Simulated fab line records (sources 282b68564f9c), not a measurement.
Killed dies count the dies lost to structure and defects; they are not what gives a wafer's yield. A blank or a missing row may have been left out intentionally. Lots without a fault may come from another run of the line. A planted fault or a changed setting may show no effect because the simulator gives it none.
2 desks looking at one fault | flow ritCmos | only its own numbers are on each desk; what lay behind them is given at the end

## METROLOGY DESK
What the gauges read for every lot (on any tool): the sampled wafers with a number, averaged. A lot is out of limits, marked OUT, if its mean lies more than 4 standard deviations from the usual mean; the brackets give that distance.
Columns: A = NWELL_OVL at RIT_NWELL_OVL_MEAS_06, usual 0.2 nm; B = PSD_TW at RIT_PSD_TW_MEAS_10, usual 3423
lot  | first seen here | A    | B
L590 | day 1 22:26     | 0.5  | 3418
L591 | day 2 03:28     | 1.1  | 3377
L593 | day 2 12:21     | -1.1 | 3408
L594 | day 2 17:02     | 1.5  | 3450
L596 | day 3 02:18     | 1.8  | 3383
L597 | day 3 11:28     | -1.7 | 3452
L598 | day 3 15:13     | 0.5  | 3457
L599 | day 3 22:05     | 1.3  | 3452
L600 | day 4 01:25     | -2.0 | 3390
L601 | day 4 04:58     | -0.9 | 3427
L603 | day 4 15:22     | 2.5  | 3425
L607 | day 5 12:19     | 2.2  | 3403
L610 | day 6 03:19     | -0.8 | 3424
L613 | day 6 17:23     | -0.5 | 3426
This desk's finding: nothing out of limits on any of the 14 lots.

## AT THE TOOL OWNER'S DESK: lithoTrack-01
The tool's own readings at RIT_NLDD_DEVELOP_05 (develop time 50 s): means of the sampled wafers that have a number, for each lot that ran on this tool. A lot is out of limits, marked OUT, if its mean lies more than 4 standard deviations from the usual mean; the brackets give that distance.
Columns: A = developerTempC at RIT_NLDD_DEVELOP_05, usual 23.02 C
lot  | first seen here | A
L594 | day 3 16:00     | 23.01
L597 | day 4 10:00     | 23.03
L598 | day 4 14:00     | 23.05
L600 | day 5 02:00     | 23.22
L601 | day 5 05:00     | 23.01
L603 | day 5 15:00     | 23.06
L607 | day 6 11:00     | 23.93 (+8.3) OUT
L610 | day 7 01:00     | 23.89 (+7.9) OUT
This desk's verdict: out of limits on L607, L610, starting with L607 at day 6 11:00 (developerTempC at RIT_NLDD_DEVELOP_05). L594, L597, L598, L600, L601, L603: within limits.

## TAKEN TOGETHER
The tool owner's desk had the chance to raise an alarm at day 6 11:00 on L607, L610.
At the metrology desk, nothing out of limits was observed.
The metrology desk holds a record of L607, L610, inside its limits.
On lithoTrack-01, each named lot ran RIT_NLDD_DEVELOP_05.

## WHAT HAD BEEN PUT IN BY THE SIMULATOR
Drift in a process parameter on lithoTrack-01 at RIT_NLDD_DEVELOP_05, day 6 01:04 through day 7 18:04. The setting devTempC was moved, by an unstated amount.
Lots struck among those shown: L607, L610.
Delay in hours, fault start to first out-of-limits reading, by desk: the tool owner's desk at 10.
